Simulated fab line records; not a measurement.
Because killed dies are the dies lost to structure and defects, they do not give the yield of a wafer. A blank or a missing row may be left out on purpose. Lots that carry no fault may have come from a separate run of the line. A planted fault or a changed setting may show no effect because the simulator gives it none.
The tool behind it: which one? :: flow berkeley-cmos170 :: 21 wafers from 7 lots sampled at 2 of the route's 331 steps

== WHAT THE GAUGES SHOWED, per wafer ==
UCB170_SDANNEAL_RS_MEAS_02: measures by four-point-probe.
lot: L206
measured: day 6 19:15
on: film-metro-03
PSD_RS (ohm/sq): 76.4 76.5 76.0

lot: L208
measured: day 7 07:29
on: film-metro-02
PSD_RS (ohm/sq): 75.8 75.6 75.6

lot: L211
measured: day 7 18:10
on: film-metro-04
PSD_RS (ohm/sq): 75.9 75.3 75.5

lot: L214
measured: day 8 11:08
on: film-metro-03
PSD_RS (ohm/sq): 75.7 75.5 75.7

lot: L218
measured: day 9 11:50
on: film-metro-02
PSD_RS (ohm/sq): 105.5 104.8 104.7 105.3 104.8 104.7

lot: L223
measured: day 10 22:30
on: film-metro-02
PSD_RS (ohm/sq): 74.9 74.9 74.8

lot: L226
measured: day 10 23:29
on: film-metro-02
PSD_RS (ohm/sq): 75.4 75.4 75.7

== EACH LOT AND THE TOOL THAT RAN IT (in order: tool; ch and the chambers of the sampled wafers; start) ==
lot: L206
UCB170_SDANNEAL_RTA_01: rtp-anneal-02 ch 0, day 6 19:12

lot: L208
UCB170_SDANNEAL_RTA_01: rtp-anneal-02 ch 0, day 7 07:25

lot: L211
UCB170_SDANNEAL_RTA_01: rtp-anneal-01 ch 0, day 7 18:06

lot: L214
UCB170_SDANNEAL_RTA_01: rtp-anneal-01 ch 0, day 8 11:05

lot: L218
UCB170_SDANNEAL_RTA_01: rtp-anneal-02 ch 0, day 9 11:43

lot: L223
UCB170_SDANNEAL_RTA_01: rtp-anneal-01 ch 0, day 10 22:25

lot: L226
UCB170_SDANNEAL_RTA_01: rtp-anneal-01 ch 0, day 10 23:26
- UCB170_SDANNEAL_RTA_01: time 5 s.

== THE ANSWER, worked out from the rows above alone ==
Rule: usual is defined by the lots themselves. Put in order of their means at a reading, lots are off if they are a third of the lots or fewer, leave a main group of 4 or more, and stand apart from it by a gap of 3 or more times the standard deviation of the main group's means; of several such gaps the widest counts. A main group whose means are all the same, to the digits that the tables above print for the reading, isn't used. A lot without any number at a reading at which 4 lots or more have one is off too. Where the step has rows for the other lots, those lots are counted as sound.
Off: at UCB170_SDANNEAL_RS_MEAS_02 (PSD_RS), L218. The main group has a mean of 75.6 ohm/sq with a standard deviation of 0.42.
A tool fits if, at a process step before that reading, it ran every lot that is off, and no sound lot after the first of them. Gauges at UCB170_SDANNEAL_RS_MEAS_02: tried the same way as those tools. One candidate fits, namely rtp-anneal-02 at UCB170_SDANNEAL_RTA_01. Its last sound lot is L208 (day 7 07:25), its first lot that is off L218 (day 9 11:43): a fault that began between those two fits.

== WHAT WAS PUT IN BY THE SIMULATOR ==
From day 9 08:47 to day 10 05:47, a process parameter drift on rtp-anneal-02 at UCB170_SDANNEAL_RTA_01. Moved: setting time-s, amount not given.
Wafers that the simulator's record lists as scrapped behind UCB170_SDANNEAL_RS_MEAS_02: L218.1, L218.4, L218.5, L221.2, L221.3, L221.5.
Shown lots that were struck: L218. The rule above reached the same finding.
